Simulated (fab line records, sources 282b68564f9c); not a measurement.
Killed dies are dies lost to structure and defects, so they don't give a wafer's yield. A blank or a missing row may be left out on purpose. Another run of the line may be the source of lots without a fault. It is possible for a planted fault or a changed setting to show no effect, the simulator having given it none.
What tool caused it? / flow rit cmos / 13 lots with 39 wafers sampled at 2 steps, on a route of 202 steps

== WHAT THE GAUGES SHOWED, per wafer ==
RIT_ACTIVE_THK_MEAS_04.
lot=L360; measured=day 1 13:38; on=film metro-02; ACTIVE_NITRIDE_THK (nm)=152.0 151.9 151.6
lot=L361; measured=day 1 18:44; on=film metro-04; ACTIVE_NITRIDE_THK (nm)=150.9 151.6 150.6
lot=L362; measured=day 2 02:27; on=film metro-02; ACTIVE_NITRIDE_THK (nm)=149.9 150.9 151.2
lot=L363; measured=day 2 05:04; on=film metro-03; ACTIVE_NITRIDE_THK (nm)=151.5 152.6 151.6
lot=L364; measured=day 2 10:41; on=film metro-04; ACTIVE_NITRIDE_THK (nm)=152.9 153.2 155.5
lot=L366; measured=day 2 20:41; on=film metro-04; ACTIVE_NITRIDE_THK (nm)=148.0 148.4 149.2
lot=L369; measured=day 3 10:33; on=film metro-04; ACTIVE_NITRIDE_THK (nm)=149.7 150.9 150.6
lot=L370; measured=day 3 16:58; on=film metro-03; ACTIVE_NITRIDE_THK (nm)=151.9 152.2 152.3
lot=L372; measured=day 4 03:02; on=film metro-04; ACTIVE_NITRIDE_THK (nm)=149.1 150.7 149.0
lot=L374; measured=day 4 14:12; on=film metro-04; ACTIVE_NITRIDE_THK (nm)=149.6 149.0 149.6
lot=L375; measured=day 4 19:19; on=film metro-04; ACTIVE_NITRIDE_THK (nm)=149.0 148.0 149.3
lot=L377; measured=day 5 04:01; on=film metro-03; ACTIVE_NITRIDE_THK (nm)=195.8 195.3 195.5
lot=L382; measured=day 6 05:13; on=film metro-04; ACTIVE_NITRIDE_THK (nm)=148.8 149.0 149.2

== EACH LOT AND THE TOOL THAT RAN IT (in order: tool; ch and the chambers of the sampled wafers; start) ==
lot=L360; RIT_ACTIVE_CVD_03=lpcvd-02 ch 1, day 1 12:12
lot=L361; RIT_ACTIVE_CVD_03=lpcvd-02 ch 0, day 1 17:19
lot=L362; RIT_ACTIVE_CVD_03=lpcvd-01 ch 0, day 2 01:02
lot=L363; RIT_ACTIVE_CVD_03=lpcvd-02 ch 0, day 2 03:39
lot=L364; RIT_ACTIVE_CVD_03=lpcvd-01 ch 0, day 2 09:15
lot=L366; RIT_ACTIVE_CVD_03=lpcvd-01 ch 1, day 2 19:17
lot=L369; RIT_ACTIVE_CVD_03=lpcvd-02 ch 0, day 3 09:07
lot=L370; RIT_ACTIVE_CVD_03=lpcvd-02 ch 0, day 3 15:33
lot=L372; RIT_ACTIVE_CVD_03=lpcvd-01 ch 1, day 4 00:54
lot=L374; RIT_ACTIVE_CVD_03=lpcvd-02 ch 0, day 4 12:47
lot=L375; RIT_ACTIVE_CVD_03=lpcvd-01 ch 0, day 4 17:54
lot=L377; RIT_ACTIVE_CVD_03=lpcvd-02 ch 0, day 5 02:35
lot=L382; RIT_ACTIVE_CVD_03=lpcvd-01 ch 0, day 6 03:48
- RIT_ACTIVE_CVD_03: deposits Si3N4 from SiH2Cl2/NH3, target thk 150 nm, time 1500 s.

== AS READ BY THE TOOLS THEMSELVES (means over the sampled wafers that have a number; for cases with no such wafer, the mark the record gives instead) ==
RIT_ACTIVE_CVD_03.
lot=L360; tool=lpcvd-02; spike tc centre C (C)=810.8; spike tc load C (C)=832.9; spike tc source C (C)=834.3; susceptor temp C (C)=810.1
lot=L361; tool=lpcvd-02; spike tc centre C (C)=811.5; spike tc load C (C)=833.1; spike tc source C (C)=833.1; susceptor temp C (C)=809.9
lot=L362; tool=lpcvd-01; spike tc centre C (C)=812.1; spike tc load C (C)=829.1; spike tc source C (C)=830.4; susceptor temp C (C)=809.7
lot=L363; tool=lpcvd-02; spike tc centre C (C)=811.3; spike tc load C (C)=834.1; spike tc source C (C)=832.7; susceptor temp C (C)=809.7
lot=L364; tool=lpcvd-01; spike tc centre C (C)=812.3; spike tc load C (C)=829.6; spike tc source C (C)=830.6; susceptor temp C (C)=810.2
lot=L366; tool=lpcvd-01; spike tc centre C (C)=813.3; spike tc load C (C)=832.9; spike tc source C (C)=828.7; susceptor temp C (C)=810.0
lot=L369; tool=lpcvd-02; spike tc centre C (C)=812.3; spike tc load C (C)=834.1; spike tc source C (C)=834.1; susceptor temp C (C)=809.9
lot=L370; tool=lpcvd-02; spike tc centre C (C)=810.7; spike tc load C (C)=834.3; spike tc source C (C)=833.0; susceptor temp C (C)=810.0
lot=L372; tool=lpcvd-01; spike tc centre C (C)=812.8; spike tc load C (C)=832.0; spike tc source C (C)=828.3; susceptor temp C (C)=810.0
lot=L374; tool=lpcvd-02; spike tc centre C (C)=810.9; spike tc load C (C)=832.2; spike tc source C (C)=833.3; susceptor temp C (C)=809.8
lot=L375; tool=lpcvd-01; spike tc centre C (C)=814.0; spike tc load C (C)=829.1; spike tc source C (C)=831.8; susceptor temp C (C)=809.5
lot=L377; tool=lpcvd-02; spike tc centre C (C)=827.7; spike tc load C (C)=848.7; spike tc source C (C)=847.6; susceptor temp C (C)=824.9
lot=L382; tool=lpcvd-01; spike tc centre C (C)=812.4; spike tc load C (C)=829.9; spike tc source C (C)=830.6; susceptor temp C (C)=810.1

== THE ANSWER, worked out from the rows above alone ==
Rule: the lots themselves supply what counts as usual. Put in order of their means at a reading, lots are off if they are a third of the lots or fewer, leave a main group of 4 or more, and stand apart from it by a gap of 3 or more times the standard deviation of the main group's means; of several such gaps the widest counts. Not used: any main group whose means are identical at the precision the tables above print for the reading. Also off: a lot with no number at a reading for which 4 or more lots have one. The other lots that the step has rows for count as sound. After the gauges, taken in route order, come the tools' own readings; for these a lot's mean is taken, as printed above. The first step at which some lot is off is used, and at that step the reading that is off furthest; a lot without a number counts as furthest.
Off: at RIT_ACTIVE_THK_MEAS_04 (ACTIVE_NITRIDE_THK), L377. The main group has a mean of 150.6 nm with a standard deviation of 1.6.
If a tool, at a process step before that reading, ran all the lots that are off and no sound lot after the first of them, it fits. Not tried: the gauges at RIT_ACTIVE_THK_MEAS_04; whatever is off there is also off at RIT_ACTIVE_CVD_03, on other tools, and gauge error can't account for it. One fits: lpcvd-02 at RIT_ACTIVE_CVD_03. Its last sound lot is L374 (day 4 12:47), its first lot that is off L377 (day 5 02:35): a fault that began between those two fits.
The tool's own readings at RIT_ACTIVE_CVD_03 bear it out: on the lots that are off they differ by more than 5 times the standard deviation of the sound lots' means. spike tc centre C reads 827.7 C there against 812.0 C on the sound lots; spike tc load C reads 848.7 C there against 831.9 C on the sound lots; spike tc source C reads 847.6 C there against 831.7 C on the sound lots; susceptor temp C reads 824.9 C there against 809.9 C on the sound lots.

== WHAT THE SIMULATOR HAD INSERTED ==
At RIT_ACTIVE_CVD_03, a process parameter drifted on lpcvd-02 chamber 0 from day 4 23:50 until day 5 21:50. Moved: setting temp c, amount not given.
Lots struck among those shown: L377. The rule above found the same.
